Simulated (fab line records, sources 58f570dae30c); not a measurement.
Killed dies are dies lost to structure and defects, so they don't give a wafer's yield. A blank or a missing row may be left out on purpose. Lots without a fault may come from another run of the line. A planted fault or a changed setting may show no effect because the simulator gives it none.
One fault seen from 2 desks | flow berkeley_cmos170 | each desk has only its own numbers; what lay behind them comes last

THE METROLOGY DESK
What the gauges read, lot by lot, whatever tool the lot ran on: means of the sampled wafers that have a number. A lot is out of limits, marked OUT, if its mean lies more than 4 standard deviations from the usual mean; the brackets give that distance.
Columns: A = PVT_TW at UCB170_PVT_TW_MEAS_09, usual 512; B = M1_OVL at UCB170_M1_OVL_MEAS_10, usual -4 nm
lot  | first seen here | A   | B
L289 | day 5 08:49     | 510 | -2
L290 | day 5 09:03     | 519 | -2
L291 | day 5 18:19     | 509 | -7
L292 | day 6 00:10     | 509 | -3
L294 | day 6 06:41     | 519 | -3
L293 | day 6 06:48     | 509 | 2
L296 | day 7 04:47     | 520 | -1
L297 | day 7 10:40     | 507 | 0
L300 | day 8 01:19     | 507 | -9
L302 | day 8 15:07     | 508 | -11
L304 | day 8 19:20     | 508 | -1
L303 | day 8 19:33     | 506 | -2
L309 | day 9 12:22     | 507 | -11
L312 | day 10 09:03    | 511 | -7
This desk's finding: nothing out of limits on any of the 14 lots.

THE TOOL OWNER'S DESK: rie_diel-04
The tool's own readings at UCB170_V1_ETCH_14 (etches SiO2 in CHF3/CF4/Ar, stops on Al, target depth 1250 nm, time 291 s): means of the sampled wafers that have a number, for each lot that ran on this tool. A lot is out of limits, marked OUT, if its mean lies more than 4 standard deviations from the usual mean; the brackets give that distance.
Columns: A = drypump_motor_current_A at UCB170_V1_ETCH_14, usual 5.6 A; B = oes_product_au at UCB170_V1_ETCH_14, usual 0.880 a.u.; C = throttle_valve_pct at UCB170_V1_ETCH_14, usual 6.94 %
lot  | first seen here | A   | B     | C
L289 | day 7 05:43     | 5.7 | 0.883 | 6.92
L293 | day 8 05:08     | 5.9 | 0.882 | 6.93
L292 | day 8 05:40     | 5.8 | 0.877 | 6.99
L297 | day 9 07:40     | 5.6 | 0.886 | 6.98
L302 | day 10 03:08    | 5.8 | 0.882 | 6.99
L303 | day 10 14:53    | 5.8 | 0.876 | 6.99
L309 | day 11 10:31    | 5.9 | 0.878 | 6.96
This desk's finding: nothing out of limits on any of the 7 lots.

PUT TOGETHER
The metrology desk saw nothing out of limits.
The tool owner's desk saw nothing out of limits.

WHAT THE SIMULATOR HAD PUT IN
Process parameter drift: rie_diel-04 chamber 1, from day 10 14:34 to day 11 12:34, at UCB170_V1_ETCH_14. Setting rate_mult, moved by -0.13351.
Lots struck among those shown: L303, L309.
